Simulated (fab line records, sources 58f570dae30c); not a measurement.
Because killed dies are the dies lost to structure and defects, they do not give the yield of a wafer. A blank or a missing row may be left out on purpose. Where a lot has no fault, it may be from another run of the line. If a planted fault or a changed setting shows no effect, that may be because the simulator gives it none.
fab line records | flow berkeley-cmos170 | part 2 of 2: steps 29 to 37 of 37
record lots=5 | wafers=15 | last-day=16
route steps=331 shown CONTACT@236 M1@238 V1@254 M2@271
lots untouched by any fault: they come from a run of this same line in which no faults occurred
start-h: hours from the record's opening day to when the first of the lot's shown wafers began | wait-h: hours from the lot's prior step to this one | " as in the row above | L1.1+2: several wafers, shown together as one row | - no value, or no start was given | * or withheld: withheld | < > ~ a bound
route shown NAME@n: names a module that has steps shown in the file, with the first one's number in the route | usual: mean/standard deviation taken from wafers without a fault | same: alike in all rows | chamber/n: place in a boat | sites: each site's reading | _std_site: standard deviation across them | _edge_site: inner sites' mean taken away from outer sites' mean | radius-mm: how far each site lies from the wafer's centre | mask NAME#n: copy n | behind: the last tool/chamber to shape the wafer | hold: cause of the lot's hold/its duration in hours/its outcome | device: names the non-switching transistor (n, p or np) | end of line: the route-end tests of the same wafers | where a step has no rows: the recipe by itself | killed: not the wafer's yield, but the dies lost to structure and defects at the first sort | map: per-die view of a wafer (x killed, . not killed, _ where there is no die)
set.NAME: the setting the step ran with; set.NAME@STEP: the setting that earlier step ran with | model.NAME: the simulator's own value behind a step, which no gauge read
lots seen at some steps along the route; tables by step, rows by wafer
services: when a tool's chamber went out of use (start-h, in hours from the record's first day, below 0 if earlier), for how many hours, and the reason
## steps
# step UCB170_V1_PEB_10
# recipe peb-temp-c=130 | peb-time-s=withheld | resist=KrF
lot.wafer  | tool           | chamber | start-h | wait-h
L076.2+4+6 | litho-track-04 | 0       | 200.84  | 0.2
L077.2+3+4 | litho-track-03 | 0       | 201.31  | 0.3
L087.3+5+6 | litho-track-03 | 0       | 250.13  | 0.4
L092.3+4+6 | litho-track-01 | 0       | -       | -
L096.1+2+5 | litho-track-01 | 0       | -       | -
# step UCB170_V1_DEVELOP_11
# recipe developer=TMAH | develop-time-s=45 | resist=KrF | dev-temp-c=21
lot.wafer  | tool           | chamber | start-h | wait-h
L076.2+4+6 | litho-track-04 | 0       | -       | -
L077.2+3+4 | litho-track-03 | 0       | -       | -
L087.3+5+6 | litho-track-03 | 0       | -       | -
L092.3+4+6 | litho-track-01 | 0       | -       | -
L096.1+2+5 | litho-track-01 | 0       | -       | -
# step UCB170_V1_CD_MEAS_12
# recipe target-cd-nm=700
# usual cd-nm=700.0/1.3
lot.wafer | tool      | chamber | start-h | wait-h | cd-nm
L076.2    | cd-sem-02 | -       | 201.11  | -      | 699.7
L076.4    | "         | -       | "       | "      | 698.2
L076.6    | "         | -       | "       | "      | 699.1
L077.2    | cd-sem-01 | -       | 201.58  | -      | 699.2
L077.3    | "         | -       | "       | "      | 700.2
L077.4    | "         | -       | "       | "      | 699.1
L087.3    | cd-sem-02 | -       | 250.40  | -      | 700.6
L087.5    | "         | -       | "       | "      | 701.3
L087.6    | "         | -       | "       | "      | 702.3
L092.3    | cd-sem-02 | -       | 365.26  | -      | 701.4
L092.4    | "         | -       | "       | "      | 700.7
L092.6    | "         | -       | "       | "      | 702.5
L096.1    | cd-sem-02 | -       | 365.95  | -      | 699.5
L096.2    | "         | -       | "       | "      | 698.7
L096.5    | "         | -       | "       | "      | 699.1
# step UCB170_V1_OVL_MEAS_13
# usual V1_OVL=-5/5.1
lot.wafer | tool       | chamber | start-h | wait-h | V1_OVL[nm]
L076.2    | overlay-01 | -       | 201.22  | 0.1    | -12
L076.4    | "          | -       | "       | "      | -13
L076.6    | "          | -       | "       | "      | -18
L077.2    | overlay-01 | -       | 201.69  | 0.1    | -4
L077.3    | "          | -       | "       | "      | 3
L077.4    | "          | -       | "       | "      | -1
L087.3    | overlay-02 | -       | 250.49  | 0.1    | -6
L087.5    | "          | -       | "       | "      | -5
L087.6    | "          | -       | "       | "      | -7
L092.3    | overlay-01 | -       | 365.36  | 0.1    | -8
L092.4    | "          | -       | "       | "      | 4
L092.6    | "          | -       | "       | "      | -4
L096.1    | overlay-02 | -       | 366.07  | 0.1    | -2
L096.2    | "          | -       | "       | "      | -6
L096.5    | "          | -       | "       | "      | -2
# step UCB170_V1_ETCH_14
# recipe chemistry=CHF3/CF4/Ar | target=SiO2 | stop-on=Al | CHF3_flow_sccm=45 | cf4-flow-sccm=15 | Ar_flow_sccm=150 | pressure-mtorr=200 | rf-w=700 | target-depth-a=12500 | over-etch-frac=0.25 | time-s=291
# usual CHF3_flow_sccm=45.02/0.13 | chamber-pressure-mTorr=199.98/0.18 | drypump-motor-current-A=5.9/0.51 | oes-product-au=0.876/0.013 | throttle-valve-pct=6.90/0.098
lot.wafer | tool        | chamber | start-h | wait-h | CHF3_flow_sccm | chamber-pressure-mTorr | drypump-motor-current-A | oes-product-au | rf-hours-counter-h | throttle-valve-pct
L076.2    | rie-diel-02 | 1       | 201.25  | 0.0    | 45.18          | 200.02                 | 5.8                     | 0.859          | 3                  | 6.92
L076.4    | "           | 2       | "       | "      | 45.09          | 200.12                 | 5.2                     | 0.874          | 6                  | 6.82
L076.6    | "           | 0       | "       | "      | 45.00          | 200.25                 | 6.5                     | 0.884          | -                  | 6.98
L077.2    | rie-diel-04 | 2       | 201.72  | 0.0    | 45.02          | 199.94                 | 5.9                     | 0.862          | 110                | 7.04
L077.3    | "           | 1       | "       | "      | 45.29          | 200.14                 | 5.2                     | 0.866          | 56                 | 6.96
L077.4    | "           | 0       | "       | "      | 45.36          | 199.80                 | 6.7                     | 0.863          | 5                  | 6.98
L087.3    | rie-diel-02 | 0       | 250.51  | 0.0    | 45.08          | 199.60                 | 6.5                     | 0.871          | 43                 | 6.94
L087.5    | "           | 2       | "       | "      | 45.06          | 200.01                 | 5.2                     | 0.876          | -                  | 6.83
L087.6    | "           | 3       | "       | "      | 45.04          | 199.92                 | 6.0                     | 0.905          | -                  | 6.74
L092.3    | rie-diel-04 | 3       | 365.38  | 0.0    | 44.99          | 200.03                 | 6.6                     | 0.862          | 5                  | 6.72
L092.4    | "           | 2       | "       | "      | 44.94          | 200.13                 | 5.9                     | 0.866          | 115                | 7.04
L092.6    | "           | 2       | "       | "      | 45.07          | 199.94                 | 6.0                     | 0.867          | -                  | 7.03
L096.1    | rie-diel-01 | 1       | 366.11  | 0.0    | 44.86          | 200.50                 | 5.4                     | 0.876          | 13                 | 7.00
L096.2    | "           | 2       | "       | "      | 44.89          | 200.05                 | 5.5                     | 0.889          | 9                  | 6.90
L096.5    | "           | 0       | "       | "      | 44.96          | 199.97                 | 5.9                     | 0.895          | -                  | 6.83
# step UCB170_V1_STRIP_15
# recipe chemistry=O2 | power-w=400 | pressure-mtorr=3500 | platen-temp-c=withheld | o2-flow-sccm=400 | overash-fraction=0.5
# usual chamber-pressure-mTorr=3500/3.2 | drypump-motor-current-A=5.8/0.4 | o2-flow-sccm=399.9/1.2 | oes-product-au=0.722/0.0044 | strip-time-to-endpoint-s=15.36/0.1
lot.wafer | tool            | chamber | start-h | wait-h | chamber-pressure-mTorr | drypump-motor-current-A | o2-flow-sccm | oes-product-au | rf-hours-counter-h | strip-time-to-endpoint-s
L076.2    | plasma-asher-01 | 0       | 201.43  | 0.1    | 3503                   | 6.6                     | 399.8        | 0.727          | 8                  | 15.25
L076.4    | "               | 0       | "       | "      | 3499                   | 6.6                     | 401.0        | 0.724          | -                  | 15.20
L076.6    | "               | 0       | "       | "      | 3495                   | 6.5                     | 400.4        | 0.715          | -                  | 15.20
L077.2    | plasma-asher-03 | 0       | 201.89  | 0.1    | 3503                   | 5.7                     | 399.3        | 0.714          | 42                 | 15.27
L077.3    | "               | 1       | "       | "      | 3497                   | 5.5                     | 400.0        | 0.717          | -                  | 15.20
L077.4    | "               | 0       | "       | "      | 3497                   | 5.7                     | 399.9        | 0.725          | -                  | 15.41
L087.3    | plasma-asher-04 | 0       | 250.73  | 0.1    | 3500                   | 6.1                     | 399.6        | 0.723          | -                  | 15.46
L087.5    | "               | 0       | "       | "      | 3504                   | 6.1                     | 396.8        | 0.727          | -                  | 15.37
L087.6    | "               | 1       | "       | "      | 3500                   | 5.3                     | 401.2        | 0.722          | -                  | 15.45
L092.3    | plasma-asher-01 | 1       | 365.59  | 0.1    | 3498                   | 6.1                     | 397.6        | 0.724          | -                  | 15.57
L092.4    | "               | 0       | "       | "      | 3499                   | 6.5                     | 399.8        | 0.712          | -                  | 15.47
L092.6    | "               | 1       | "       | "      | 3508                   | 6.1                     | 397.4        | 0.718          | -                  | 15.58
L096.1    | plasma-asher-04 | 1       | 366.28  | 0.1    | 3499                   | 5.3                     | 399.2        | 0.726          | 61                 | 15.22
L096.2    | "               | 0       | "       | "      | 3491                   | 6.1                     | 401.6        | 0.723          | 61                 | 15.26
L096.5    | "               | 0       | "       | "      | 3506                   | 6.1                     | 402.5        | 0.719          | -                  | 15.21
# step UCB170_V1_CD_MEAS_90
# recipe target-cd-nm=700
# usual cd-nm=700.2/1.3
lot.wafer | tool      | chamber | start-h | wait-h | cd-nm
L076.2    | cd-sem-02 | -       | 201.55  | 0.1    | 699.9
L076.4    | "         | -       | "       | "      | 698.7
L076.6    | "         | -       | "       | "      | 698.5
L077.2    | cd-sem-01 | -       | 202.01  | 0.1    | 699.9
L077.3    | "         | -       | "       | "      | 700.3
L077.4    | "         | -       | "       | "      | 698.5
L087.3    | cd-sem-02 | -       | 250.90  | 0.1    | 699.8
L087.5    | "         | -       | "       | "      | 700.7
L087.6    | "         | -       | "       | "      | 701.3
L092.3    | cd-sem-02 | -       | 365.70  | 0.1    | 701.9
L092.4    | "         | -       | "       | "      | 701.1
L092.6    | "         | -       | "       | "      | 703.4
L096.1    | cd-sem-02 | -       | 366.45  | 0.1    | 699.7
L096.2    | "         | -       | "       | "      | 699.3
L096.5    | "         | -       | "       | "      | 699.7
# step UCB170_M2_PRE_CLEAN_00
# recipe gas=Ar | preclean-etch-time-s=60
lot.wafer  | tool           | chamber | start-h | wait-h
L076.2+4+6 | pvd-sputter-01 | -       | 201.65  | 0.1
L077.2+3+4 | pvd-sputter-03 | -       | 202.11  | 0.1
L087.3+5+6 | pvd-sputter-04 | -       | 250.98  | 0.1
L092.3+4+6 | pvd-sputter-04 | -       | 365.78  | 0.1
L096.1+2+5 | pvd-sputter-01 | -       | 366.57  | 0.1
# step UCB170_M2_SPUTTER_01
# recipe material=Al | target-thk-nm=900 | time-s=120 | power-w=6000 | chamber-pressure-pa=0.5
# usual chamber-pressure-pa=0.5001/0.00089 | throttle-valve-pct=30.6/0.95
lot.wafer | tool           | chamber | start-h | wait-h | chamber-pressure-pa | throttle-valve-pct
L076.2    | pvd-sputter-01 | -       | 201.71  | 0.0    | 0.4994              | 30.5
L076.4    | "              | -       | "       | "      | 0.4997              | 29.9
L076.6    | "              | -       | "       | "      | 0.4999              | 29.7
L077.2    | pvd-sputter-03 | -       | 202.18  | 0.0    | 0.4990              | 30.3
L077.3    | "              | -       | "       | "      | 0.5004              | 28.4
L077.4    | "              | -       | "       | "      | 0.5005              | 31.6
L087.3    | pvd-sputter-04 | -       | 251.04  | 0.0    | 0.4999              | 31.2
L087.5    | "              | -       | "       | "      | 0.5001              | 31.0
L087.6    | "              | -       | "       | "      | 0.5003              | 31.4
L092.3    | pvd-sputter-04 | -       | 365.85  | 0.0    | 0.4993              | 31.1
L092.4    | "              | -       | "       | "      | 0.5001              | 31.3
L092.6    | "              | -       | "       | "      | 0.4972              | 30.6
L096.1    | pvd-sputter-01 | -       | 366.64  | 0.0    | 0.5006              | 30.3
L096.2    | "              | -       | "       | "      | 0.5005              | 30.4
L096.5    | "              | -       | "       | "      | 0.5013              | 29.8
## services
tool            | chamber | start-h | hours | kind
krf-scanner-02  | -       | 179.97  | 11.6  | pm
pvd-sputter-04  | -       | 189.18  | 2.6   | repair
rie-diel-02     | 1       | 204.24  | 8.8   | repair
pecvd-04        | -       | 207.37  | 14.9  | repair
krf-scanner-02  | -       | 222.98  | 1.0   | pm
krf-scanner-01  | -       | 225.10  | 1.3   | pm
pecvd-04        | -       | 231.76  | 14.6  | pm
pvd-sputter-02  | -       | 235.95  | 1.7   | repair
pvd-sputter-01  | -       | 252.07  | 40.6  | repair
krf-scanner-01  | -       | 261.62  | 1.0   | pm
krf-scanner-02  | -       | 282.33  | 1.3   | pm
krf-scanner-02  | -       | 284.34  | 0.7   | repair
krf-scanner-01  | -       | 294.83  | 1.5   | repair
pvd-sputter-04  | -       | 300.58  | 40.3  | repair
krf-scanner-02  | -       | 303.49  | 0.8   | pm
krf-scanner-01  | -       | 310.98  | 2.2   | repair
rie-diel-02     | 2       | 311.04  | 8.2   | repair
krf-scanner-02  | -       | 319.87  | 1.2   | repair
krf-scanner-02  | -       | 328.60  | 0.1   | repair
rie-diel-02     | 0       | 339.36  | 2.2   | repair
krf-scanner-01  | -       | 346.54  | 4.0   | pm
krf-scanner-01  | -       | 355.07  | 0.2   | repair
krf-scanner-02  | -       | 358.36  | 3.6   | pm
plasma-asher-03 | -       | 365.42  | 1.2   | repair
